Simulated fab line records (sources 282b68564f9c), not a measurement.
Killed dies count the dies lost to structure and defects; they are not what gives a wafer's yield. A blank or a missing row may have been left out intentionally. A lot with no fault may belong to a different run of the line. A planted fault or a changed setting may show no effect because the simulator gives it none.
Struck lot and sound lot, side by side -- flow rit-cmos -- 34 steps out of a route of 202
Sound: the wafers L290.1, L290.3, L290.5. The struck wafers were L295.1, L295.3, L295.6. Last of all comes the cause.
Order at every step that has rows: each side's tool, ch and its chambers, its first start. Under that, the readings that differ: sound wafers -- struck wafers -- difference of the means -- sigmas: that difference in standard deviations of wafers without a fault.
alike: a reading whose means differ by less than 2 such deviations, as well as words and numbers matching on both sides. not compared: withheld readings; readings where some wafer has no value; bounds like >300 that might hide an equal value; numbers whose values overlap and for which the record gives no deviation.
A row with sigmas, a row that says differs or no value, or rows on one side alone: a step with any of these is where the two part. Numbers that don't overlap but have no deviation are shown without sigmas and don't part them. Lack of a reading on every wafer of one side parts them only where that side has two or more wafers.

first, 2 steps without rows for these wafers: RIT_SPACER_CLEAN_02 (cleans in SC2, time 600 s); RIT_SPACER_CVD_03 (deposits Si3N4 from SiH2Cl2/NH3, target thk 250 nm, time 3300 s).
RIT_SPACER_THK_MEAS_04:
  sound on film-metro-03 at day 3 10:30; struck on film-metro-01 at day 4 06:50
  alike: SPACER_NITRIDE_THK
RIT_SPACER_ETCHBACK_05: etches Si3N4 in SF6/CHF3, stops on SiO2, target depth 250 nm, time 240 s.
  sound on rie-diel-02 ch 0,1,2, day 3 10:34; struck on rie-diel-02 ch 2,3, day 4 06:53
  alike: drypump-motor-current-A, oes-product-au, throttle-valve-pct
  not compared: rf-hours-counter-h
then, 6 steps without rows for these wafers: RIT_NSD_HMDS_00 (prime time 60 s); RIT_NSD_COAT_01 (resist thk 1000 nm); RIT_NSD_SOFTBAKE_02 (time 60 s); RIT_NSD_EXPOSE_03 (exposes mask M9, target cd 40700 nm); RIT_NSD_PEB_04; RIT_NSD_DEVELOP_05 (develop time 50 s).
RIT_NSD_OVL_MEAS_06:
  sound on overlay-01 at day 3 11:47; struck on overlay-02 at day 4 08:08
  alike: NSD_OVL
then, 1 step without rows for these wafers: RIT_NSD_HARDBAKE_07 (time 60 s).
RIT_NSD_IMPLANT_08:
  sound on implanter-03 ch 0, day 3 12:06; struck on implanter-03 ch 0, day 4 08:19
RIT_NSD_STRIP_09: strips in O2, time 180 s.
  sound on plasma-asher-03 ch 0,1, day 3 12:15; struck on plasma-asher-02 ch 0,1, day 4 08:28
  alike: drypump-motor-current-A
  not compared: rf-hours-counter-h
RIT_NSD_TW_MEAS_10:
  sound on film-metro-01 at day 3 12:25; struck on film-metro-03 at day 4 08:38
  alike: NSD_TW
then, 6 steps without rows for these wafers: RIT_PSD_HMDS_00 (prime time 60 s); RIT_PSD_COAT_01 (resist thk 1000 nm); RIT_PSD_SOFTBAKE_02 (time 60 s); RIT_PSD_EXPOSE_03 (exposes mask M10, target cd 40900 nm); RIT_PSD_PEB_04; RIT_PSD_DEVELOP_05 (develop time 50 s).
RIT_PSD_OVL_MEAS_06:
  sound on overlay-02 at day 3 13:28; struck on overlay-02 at day 4 09:43
  alike: PSD_OVL
then, 2 steps without rows for these wafers: RIT_PSD_HARDBAKE_07 (time 60 s); RIT_PSD_IMPLANT_08.
RIT_PSD_STRIP_09: strips in O2, time 180 s.
  sound on plasma-asher-03 ch 0, day 3 13:48; struck on plasma-asher-01 ch 0,1, day 4 10:04
  alike: drypump-motor-current-A
  not compared: rf-hours-counter-h
RIT_PSD_TW_MEAS_10:
  sound on film-metro-03 at day 3 13:58; struck on film-metro-04 at day 4 10:14
reading,sound,struck,difference,sigmas
PSD_TW,3481 3467 3467,3404 3384 3388,-80,-2
then, 3 steps without rows for these wafers: RIT_SDANNEAL_CLEAN_00 (cleans in SC1, time 600 s); RIT_SDANNEAL_CLEAN_01 (cleans in dHF, time 30 s); RIT_SDANNEAL_CLEAN_02 (cleans in SC2, time 600 s).
RIT_SDANNEAL_RTA_03: time 5 s.
  sound on rtp-anneal-01 ch 0, day 3 14:34; struck on rtp-anneal-02 ch 0, day 4 10:41
  alike: chamber-o2-ppm, wafer_temp_C_max
RIT_SDANNEAL_RS_MEAS_04: a four-point-probe measurement.
  sound on film-metro-01 at day 3 14:38; struck on film-metro-04 at day 4 10:45
  alike: PSD_RS
RIT_SDANNEAL_RS_MEAS_05: a four-point-probe measurement.
  sound on film-metro-01 at day 3 14:45; struck on film-metro-04 at day 4 10:52
reading,sound,struck,difference,sigmas
NSD_RS (ohm/sq),84.95 84.98 84.80,- - -,no value on the struck wafers,
RIT_SDANNEAL_RS_MEAS_06: a four-point-probe measurement.
  sound on film-metro-01 at day 3 14:52; struck on film-metro-04 at day 4 10:59
  alike: PLDD_RS
following that, these wafers have no rows for 1 step: RIT_M1_PROBE_99.

WHERE THEY PART
Earliest at RIT_PSD_TW_MEAS_10; latest, in this record, at RIT_SDANNEAL_RS_MEAS_05. Later steps at which nothing parts them and some readings are alike: RIT_SDANNEAL_RS_MEAS_06.

WHY: what had been put in by the simulator
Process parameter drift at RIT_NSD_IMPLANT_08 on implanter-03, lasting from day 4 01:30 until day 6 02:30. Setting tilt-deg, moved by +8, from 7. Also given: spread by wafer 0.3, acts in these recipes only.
